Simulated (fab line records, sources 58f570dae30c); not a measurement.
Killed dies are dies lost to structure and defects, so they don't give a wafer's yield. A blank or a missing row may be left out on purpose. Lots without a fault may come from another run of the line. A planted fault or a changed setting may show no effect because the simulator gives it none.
Split-lot experiment | flow berkeley_cmos170 | 5 lots, 23 wafers read, on a route of 331 steps

THE SPLIT
At UCB170_M2_SPUTTER_01 (material Al, target thk 900 nm, time 120 s), the setting time_s was moved away from the recipe's 120 s on 10 of the 23 wafers read, by -12.7% to +9.4%. The other wafers ran this setting at the recipe's value.

FROM THE SPLIT TO THE READING: what the file shows between them, 1 step
- UCB170_M2_RS_MEAS_02: measures by four-point-probe

THE READING
M2_AL_THK, in nm, at UCB170_M2_THK_MEAS_03 (measures by xrf). Fault-free wafers of this fab line usually give 909 nm, standard deviation 8.3 nm.

wafer  | tool, chamber at the split | time_s as run, s | against the recipe | M2_AL_THK, nm | against lot-mates on the recipe
L075.1 | pvd_sputter-01, -          | 120              | recipe             | 918           | -
L075.2 | pvd_sputter-01, -          | 120              | recipe             | 925           | -
L075.3 | pvd_sputter-01, -          | 120              | recipe             | 931           | -
L078.1 | pvd_sputter-02, -          | 120              | recipe             | 925           | -
L078.3 | pvd_sputter-02, -          | 120              | recipe             | 920           | -
L078.4 | pvd_sputter-02, -          | 127.5            | +6.2%              | 970           | +44
L078.5 | pvd_sputter-02, -          | 127.5            | +6.2%              | 972           | +46
L078.6 | pvd_sputter-02, -          | 120              | recipe             | 933           | -
L079.1 | pvd_sputter-02, -          | 131.3            | +9.4%              | 985           | +79
L079.2 | pvd_sputter-02, -          | 120              | recipe             | 906           | -
L079.3 | pvd_sputter-02, -          | 120              | recipe             | 906           | -
L079.5 | pvd_sputter-02, -          | 131.3            | +9.4%              | 980           | +74
L079.6 | pvd_sputter-02, -          | 131.3            | +9.4%              | 984           | +78
L081.1 | pvd_sputter-01, -          | 120              | recipe             | 903           | -
L081.2 | pvd_sputter-01, -          | 107.7            | -10.2%             | 814           | -94
L081.3 | pvd_sputter-01, -          | 120              | recipe             | 912           | -
L081.4 | pvd_sputter-01, -          | 107.7            | -10.2%             | 813           | -94
L081.5 | pvd_sputter-01, -          | 107.7            | -10.2%             | 816           | -92
L085.1 | pvd_sputter-03, -          | 120              | recipe             | 899           | -
L085.3 | pvd_sputter-03, -          | 120              | recipe             | 903           | -
L085.4 | pvd_sputter-03, -          | 104.7            | -12.7%             | 792           | -112
L085.5 | pvd_sputter-03, -          | 120              | recipe             | 910           | -
L085.6 | pvd_sputter-03, -          | 104.7            | -12.7%             | 795           | -109

THE FIT
A straight line over all 23 wafers: M2_AL_THK changes by +8.89 nm for each +1% of time_s; r = +0.99; the points scatter about the line by 11 nm.
The same after taking each lot's own level away (the mean of its wafers on the recipe; 23 wafers): +8.52 nm for each +1%; r = +1.00; scatter 4.8 nm.
On that fit, the largest move of time_s shifts the reading by 1.1e+02 nm.
The lots' own levels span 904.0 to 926.0 nm, that is 2.7 times the standard deviation above.
So the lot-to-lot level changes the slope little: the two slopes agree.
Check: with one of the wafers moved furthest among these (-12.7%) left out of the fit, the line predicts -110 nm for it against its lot-mates. It came out at -112 nm against them.

OTHER SPLITS ON THESE WAFERS
These wafers also went through other splits before the reading. Each is held against what the fit with the lots' levels taken away leaves over:
other split on the same wafers | wafers away from the commonest value | r with M2_AL_THK (lot level and that fit taken away)
UCB170_M1_SPUTTER_00 power_w   | 6                                    | +0.03
UCB170_V1_CVD_00 time_s        | 6                                    | -0.04

THE WHOLE CHAIN: every reading that the file lists as answering this split, in the file's order
step                    | what it does                                                           | reading                                                                     | change (the file's fit)                                                                   | r (the file's)
UCB170_M2_SPUTTER_01    | material Al, target thk 900 nm, time 120 s                             | Al_of_M2_SPUTTER_01.thk_nm (the simulator's own value, which no gauge read) | +8.57 nm for each +1% of the setting                                                      | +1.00
UCB170_M2_RS_MEAS_02    | measures by four-point-probe                                           | M2_AL_RS                                                                    | -0.000336 for each +1% of the setting                                                     | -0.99
UCB170_M2_THK_MEAS_03   | measures by xrf                                                        | M2_AL_THK                                                                   | +8.54 for each +1% of the setting                                                         | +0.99
UCB170_M2_METAL_ETCH_18 | etches Al in Cl2/BCl3, stops on SiO2, target depth 1170 nm, time 195 s | oes_product_au                                                              | +0.00558 a.u. for each +1% of the setting, in a fit together with time_s@M2_METAL_ETCH_18 | 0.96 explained

THE FILE'S OWN FIT
M2_AL_THK changes by +8.54 nm for each +1% of time_s, r = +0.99.
